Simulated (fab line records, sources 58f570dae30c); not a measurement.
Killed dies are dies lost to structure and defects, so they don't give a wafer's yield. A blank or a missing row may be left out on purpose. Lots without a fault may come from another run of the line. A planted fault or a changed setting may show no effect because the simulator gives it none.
Problem report in the 8D (eight disciplines) form, filled by code | flow berkeley_cmos170 | the parts of the form that need people (team, actions taken, sign-off) are left out

1. THE PROBLEM
NWELL_OXIDE_THK at UCB170_NWELL_THK_MEAS_02 reads a mean of 23.3 nm on 9 wafers of 3 lots; wafers without a fault read 26.3 nm with a standard deviation of 0.52. That is -5.8 standard deviations from the usual mean.
First seen on wafer L184.1, day 3 23:18, on film_metro-02. The record holds 45 wafers of 15 lots with a number at this step. Rule for "out", or "out of limits": more than 4 standard deviations from the usual mean. The other wafers with a number count as sound.

2. WHAT IT IS AND WHAT IT IS NOT
question                    | is                                          | is not
which readings at this step | NWELL_OXIDE_THK                             | -
which lots                  | L184, L187, L188                            | L175, L177, L178, L179, L180, L181, L189, L191, L192, L194, L195, L198
which wafers of those lots  | all that have a number                      | -
read on which gauges        | film_metro-01, film_metro-02, film_metro-03 | -
when                        | from day 3 23:18                            | up to then (18 sound wafers); but 18 sound wafers of L189, L191, L192, L194, L195, L198 came after

3. SUSPECTS, AND WHAT RULES EACH OUT
Counting: a tool at a process step up to the reading stays a suspect if it ran every lot that is out and no sound lot after the first of them.
- the gauge at UCB170_NWELL_THK_MEAS_02: ruled out. The wafers that are out were read on 3 gauges (film_metro-01, film_metro-02, film_metro-03).
- furnace-04 at UCB170_NWELL_OXIDATION_01 (target thk 26.4 nm, ox time 1260 s): kept. It ran every lot that is out, first L184 (day 3 21:57), and no sound lot after that; its last sound lot up to then is L177 (day 2 12:01).
Left after counting: furnace-04 at UCB170_NWELL_OXIDATION_01.

4. THE CAUSE (what the simulator had put in)
Process parameter drift: furnace-04, from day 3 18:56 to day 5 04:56, at UCB170_NWELL_OXIDATION_01. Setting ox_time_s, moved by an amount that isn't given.
Counting left only this tool.

5. THE CHAIN OF EFFECTS, in route order
Each row: a reading whose mean over the struck wafers that have a number lies more than 3 standard deviations from the usual. Only readings for which the record gives a usual standard deviation are gone through. hours: the time from each lot's start at the first step in this table that gives one to its start at this step, as a median over the lots. sigmas: the change in usual standard deviations.
hours | step                     | reading         | usual   | on struck wafers | change | sigmas
0     | UCB170_NWELL_THK_MEAS_02 | NWELL_OXIDE_THK | 26.3 nm | 23.3             | -3.0   | -5.8

6. WHAT WOULD HAVE CAUGHT IT SOONER
In this record the first reading out of limits at a measuring or inspecting step was taken at day 3 23:18, 4 hours after the fault began at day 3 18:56.
Of the tool readings at UCB170_NWELL_OXIDATION_01 for which the record gives a usual standard deviation, none was out on any struck wafer, so an alarm limit of 4 standard deviations on them would not have fired.
Of the lots that are out (3), L187, L188 began UCB170_NWELL_OXIDATION_01 on furnace-04 after day 3 23:18. A hold on the tool at that time would have spared those 2.
